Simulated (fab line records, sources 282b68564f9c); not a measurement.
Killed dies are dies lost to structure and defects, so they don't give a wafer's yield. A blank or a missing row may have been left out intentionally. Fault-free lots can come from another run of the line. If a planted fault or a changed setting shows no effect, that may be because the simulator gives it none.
2 desks looking at one fault + flow rit_cmos + what lay behind the numbers comes last; until then each desk has only its own

== METROLOGY DESK ==
Means of the sampled wafers that have a number, per lot and without regard to the tool the lot ran on: this is what the gauges read. A lot is out of limits, marked OUT, if its mean lies more than 4 standard deviations from the usual mean; the brackets give that distance.
Columns: A = REOX_OXIDE_THK at RIT_REOX_THK_MEAS_04, usual 25.4 nm
| lot  | first seen here | A               |
|------|-----------------|-----------------|
| L781 | day 2 19:46     | 25.6            |
| L782 | day 3 02:46     | 25.6            |
| L783 | day 3 09:14     | 24.8            |
| L784 | day 3 12:29     | 25.3            |
| L785 | day 3 15:04     | 25.2            |
| L786 | day 4 00:02     | 25.1            |
| L788 | day 4 05:14     | 25.6            |
| L790 | day 4 22:41     | 25.7            |
| L791 | day 5 01:20     | 25.1            |
| L794 | day 5 15:55     | 27.5 (+5.0) OUT |
| L795 | day 5 19:47     | 26.9            |
| L799 | day 6 12:32     | 24.7            |
| L802 | day 7 03:28     | 24.7            |
| L804 | day 7 14:44     | 25.4            |
This desk finds L794 out of limits, with the earliest case on L794 at day 5 15:55 (REOX_OXIDE_THK at RIT_REOX_THK_MEAS_04). In limits: L781, L782, L783, L784, L785, L786, L788, L790, L791, L795, L799, L802, L804.

== AT THE TOOL OWNER'S DESK: furnace-04 ==
The tool's own readings at RIT_REOX_OXIDATION_03 (target thk 25.2 nm, ox time 5580 s): means of the sampled wafers that have a number, for each lot that ran on this tool. A lot is out of limits, marked OUT, if its mean lies more than 4 standard deviations from the usual mean; the brackets give that distance.
Columns: A = spike_tc_centre_C at RIT_REOX_OXIDATION_03, usual 902.6 C; B = spike_tc_load_C at RIT_REOX_OXIDATION_03, usual 926.1 C; C = spike_tc_source_C at RIT_REOX_OXIDATION_03, usual 926.6 C; D = tube_center_temp_C at RIT_REOX_OXIDATION_03, usual 900.01 C; E = tube_center_temp_C_max at RIT_REOX_OXIDATION_03, usual 902.3
| lot  | first seen here | A                | B                | C                | D                        | E               |
|------|-----------------|------------------|------------------|------------------|--------------------------|-----------------|
| L781 | day 2 17:13     | 902.0            | 925.9            | 928.0            | 900.02                   | 902.1           |
| L784 | day 3 09:56     | 902.8            | 925.5            | 929.2            | 900.03                   | 902.1           |
| L785 | day 3 12:29     | 902.0            | 925.8            | 928.4            | 899.99                   | 902.9           |
| L786 | day 3 21:28     | 902.7            | 926.0            | 928.8            | 900.04                   | 902.6           |
| L791 | day 4 22:47     | 901.8            | 925.5            | 929.1            | 900.04                   | 902.3           |
| L794 | day 5 13:22     | 911.0 (+8.5) OUT | 934.7 (+5.8) OUT | 937.9 (+4.7) OUT | 908.01 (+99 or more) OUT | 910.3 (+18) OUT |
| L795 | day 5 17:14     | 911.3 (+8.9) OUT | 934.4 (+5.6) OUT | 936.8 (+4.3) OUT | 907.99 (+99 or more) OUT | 910.1 (+17) OUT |
This desk's verdict: out of limits on L794, L795, starting with L794 at day 5 13:22 (spike_tc_centre_C at RIT_REOX_OXIDATION_03). In limits: L781, L784, L785, L786, L791.

== BROUGHT TOGETHER ==
On L794, L795, at day 5 13:22, an alarm was possible from the tool owner's desk.
Metrology desk: alarm possible at day 5 15:55 on L794.
The metrology desk holds a record of L795, inside its limits.
Every lot named ran RIT_REOX_OXIDATION_03 on furnace-04.

== WHAT HAD BEEN PUT IN BY THE SIMULATOR ==
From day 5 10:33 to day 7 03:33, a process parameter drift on furnace-04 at RIT_REOX_OXIDATION_03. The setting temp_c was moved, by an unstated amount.
Shown lots that were struck: L794, L795.
Fault start to first reading out of limits, in hours, per desk: tool owner, 3; metrology, 5.
